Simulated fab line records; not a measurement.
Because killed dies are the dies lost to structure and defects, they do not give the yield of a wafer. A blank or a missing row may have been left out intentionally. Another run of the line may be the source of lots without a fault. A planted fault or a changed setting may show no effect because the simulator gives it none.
2 desks, one fault :: flow berkeley-cmos170 :: each desk holds nothing but its own numbers, with what lay behind them at the end

## THE METROLOGY DESK
Lot by lot, what the gauges showed, no matter which tool ran the lot: averages of those sampled wafers that carry a number. Any lot whose mean is over 4 standard deviations away from the usual mean is out of limits and marked OUT; that distance is given in the brackets.
Columns: A = cd-nm at UCB170_V1_CD_MEAS_12, usual 700.1 nm; B = V2_OVL at UCB170_V2_OVL_MEAS_13, usual 0 nm
lot: L876
first seen here: day 9 04:59
A: 699.0
B: -5

lot: L877
first seen here: day 9 07:47
A: 700.0
B: 3

lot: L878
first seen here: day 9 09:56
A: 701.1
B: 3

lot: L879
first seen here: day 9 10:20
A: 700.0
B: -0

lot: L881
first seen here: day 10 10:25
A: 701.3
B: 0

lot: L883
first seen here: day 10 11:44
A: 699.6
B: 8

lot: L884
first seen here: day 10 22:35
A: 700.7
B: -4

lot: L885
first seen here: day 11 00:02
A: 700.4
B: 3

lot: L886
first seen here: day 11 11:33
A: 701.3
B: -3

lot: L890
first seen here: day 12 14:18
A: 701.2
B: 2

lot: L891
first seen here: day 12 23:54
A: 699.8
B: -5

lot: L892
first seen here: day 13 04:22
A: 702.1
B: -1

lot: L895
first seen here: day 13 10:52
A: 697.1
B: -5

lot: L896
first seen here: day 13 12:33
A: 699.8
B: -3

lot: L897
first seen here: day 13 22:29
A: 700.9
B: -0
Finding of this desk: none of the 15 lots has anything out of limits.

## AT THE TOOL OWNER'S DESK: litho-track-02
The tool's own readings at UCB170_M3_HMDS_04 (prime time 60 s): means of the sampled wafers that have a number, for each lot that ran on this tool. Any lot whose mean is over 4 standard deviations away from the usual mean is out of limits and marked OUT; that distance is given in the brackets.
Columns: A = prime-temp-c at UCB170_M3_HMDS_04, usual 99.97 C; B = resist-line-temp-C at UCB170_M3_HMDS_04, usual 22.99 C
lot: L877
first seen here: day 9 13:56
A: 100.05
B: 23.12

lot: L878
first seen here: day 9 16:25
A: 99.85
B: 22.79

lot: L879
first seen here: day 9 17:17
A: 99.95
B: 22.86

lot: L883
first seen here: day 10 17:40
A: 100.08
B: 23.02

lot: L884
first seen here: day 11 04:45
A: 100.00
B: 23.05

lot: L890
first seen here: day 12 21:01
A: 106.27 (+45) OUT
B: 22.96

lot: L891
first seen here: day 13 07:46
A: 106.32 (+45) OUT
B: 23.01

lot: L892
first seen here: day 13 10:56
A: 106.09 (+44) OUT
B: 23.00
This desk finds L890, L891, L892 out of limits, L890 being first, at day 12 21:01 (prime-temp-c at UCB170_M3_HMDS_04). L877, L878, L879, L883, L884: within limits.

## PUT TOGETHER
At day 12 21:01, on L890, L891, L892, the tool owner's desk was in a position to raise an alarm.
The metrology desk saw nothing out of limits.
The metrology desk has L890, L891, L892 on record, within its limits.
The lots listed all ran UCB170_M3_HMDS_04 on litho-track-02.

## WHAT HAD BEEN PUT IN BY THE SIMULATOR
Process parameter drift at UCB170_M3_HMDS_04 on litho-track-02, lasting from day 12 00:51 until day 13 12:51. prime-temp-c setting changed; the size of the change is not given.
Shown lots that were struck: L890, L891, L892.
Delay in hours, fault start to first out-of-limits reading, by desk: the tool owner's desk at 20.
